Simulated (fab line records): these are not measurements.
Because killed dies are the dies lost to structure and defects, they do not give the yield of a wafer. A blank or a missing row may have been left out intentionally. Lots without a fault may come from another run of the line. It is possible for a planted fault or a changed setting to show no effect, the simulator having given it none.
The tool behind it: which one? -- flow ritCmos -- 13 lots with 39 wafers sampled at 2 steps, on a route of 202 steps

## WHAT THE GAUGES READ, wafer by wafer
RIT_CONTACT_CD_MEAS_08: the cd target is 1000 nm. Usual: cdNm at 1000.0 nm, with a standard deviation of 2.1.
lot,measured,on,cdNm (nm),flag
L794,day 3 02:56,cdSem-01,998.0 999.9 997.8,
L795,day 3 09:08,cdSem-01,1002.5 1002.4 1001.8,
L796,day 3 14:08,cdSem-01,999.3 1000.2 1000.3,
L797,day 3 19:55,cdSem-01,1002.0 1002.2 1002.7,
L798,day 4 00:00,cdSem-02,958.5 958.4 956.2,OFF
L799,day 4 04:03,cdSem-01,965.0 964.4 966.0,OFF
L800,day 4 08:49,cdSem-01,1001.7 999.3 1003.3,
L801,day 4 14:55,cdSem-02,998.8 994.2 997.4,
L806,day 5 15:29,cdSem-02,1002.1 1001.6 1001.5,
L810,day 6 11:53,cdSem-01,996.6 996.6 996.6,
L812,day 6 21:37,cdSem-02,996.9 996.3 998.1,
L814,day 7 08:14,cdSem-01,999.8 1000.5 998.0,
L815,day 7 12:14,cdSem-01,1000.3 1000.2 1000.4,

## WHAT TOOL EACH LOT RAN ON (gives the tool, then ch and the chambers of the sampled wafers, and finally the start)
lot,RIT_CONTACT_EXPOSE_05
L794,"ilineStepper-01 ch 0, day 3 02:26"
L795,"ilineStepper-01 ch 0, day 3 08:37"
L796,"ilineStepper-01 ch 0, day 3 13:38"
L797,"ilineStepper-01 ch 0, day 3 19:24"
L798,"ilineStepper-01 ch 0, day 3 23:27"
L799,"ilineStepper-01 ch 0, day 4 03:32"
L800,"ilineStepper-02 ch 0, day 4 08:17"
L801,"ilineStepper-02 ch 0, day 4 14:23"
L806,"ilineStepper-02 ch 0, day 5 14:58"
L810,"ilineStepper-02 ch 0, day 6 11:22"
L812,"ilineStepper-02 ch 0, day 6 21:07"
L814,"ilineStepper-02 ch 0, day 7 07:43"
L815,"ilineStepper-02 ch 0, day 7 11:43"
- RIT_CONTACT_EXPOSE_05: exposes mask M11, target cd 1000 nm.

## WHAT THE TOOLS THEMSELVES READ (means of the sampled wafers that have a number; where no wafer has one, the mark that the record gives instead)
RIT_CONTACT_EXPOSE_05. Usual: exposureDoseMJCm2 at 250.3, with a standard deviation of 0.49.
lot,tool,exposureDoseMJCm2,flag
L794,ilineStepper-01,249.7,
L795,ilineStepper-01,250.2,
L796,ilineStepper-01,250.0,
L797,ilineStepper-01,249.9,
L798,ilineStepper-01,213.4,OFF
L799,ilineStepper-01,220.9,OFF
L800,ilineStepper-02,250.9,
L801,ilineStepper-02,250.8,
L806,ilineStepper-02,250.5,
L810,ilineStepper-02,250.5,
L812,ilineStepper-02,250.6,
L814,ilineStepper-02,250.6,
L815,ilineStepper-02,250.5,

## THE ANSWER, worked out from the rows above alone
Rule: a lot counts as off when the mean over its wafers that have a number is more than 3 standard deviations away from the usual mean. A lot without any number at a reading at which 4 lots or more have one is off too. The other lots that the step has rows for count as sound. Order of review: gauges by route order, followed by the tools' own readings, for which a lot's mean as printed above is used. The first step at which some lot is off is used, and at that step the reading that is off furthest; a lot without a number counts as furthest.
Off: L798, L799, at RIT_CONTACT_CD_MEAS_08 (cdNm).
A tool fits if, at a process step before that reading, it ran every lot that is off, and no sound lot after the first of them. Not tried: the gauges at RIT_CONTACT_CD_MEAS_08; whatever is off there is also off at RIT_CONTACT_EXPOSE_05, on other tools, and gauge error can't account for it. One fits: RIT_CONTACT_EXPOSE_05 on ilineStepper-01. Its last sound lot is L797 (day 3 19:24), its first lot that is off L798 (day 3 23:27): a fault that began between those two fits.
The tool's own readings at RIT_CONTACT_EXPOSE_05 bear it out: on the lots that are off they differ by more than 5 times the standard deviation of the sound lots' means. exposureDoseMJCm2 reads 217.2 there against 250.4 on the sound lots.

## WHAT THE SIMULATOR HAD INSERTED
Process parameters drifting: ilineStepper-01 at RIT_CONTACT_EXPOSE_05, beginning at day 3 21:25. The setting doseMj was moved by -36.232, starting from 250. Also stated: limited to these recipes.
Struck lots among those shown: L798, L799. Same finding as the rule above.
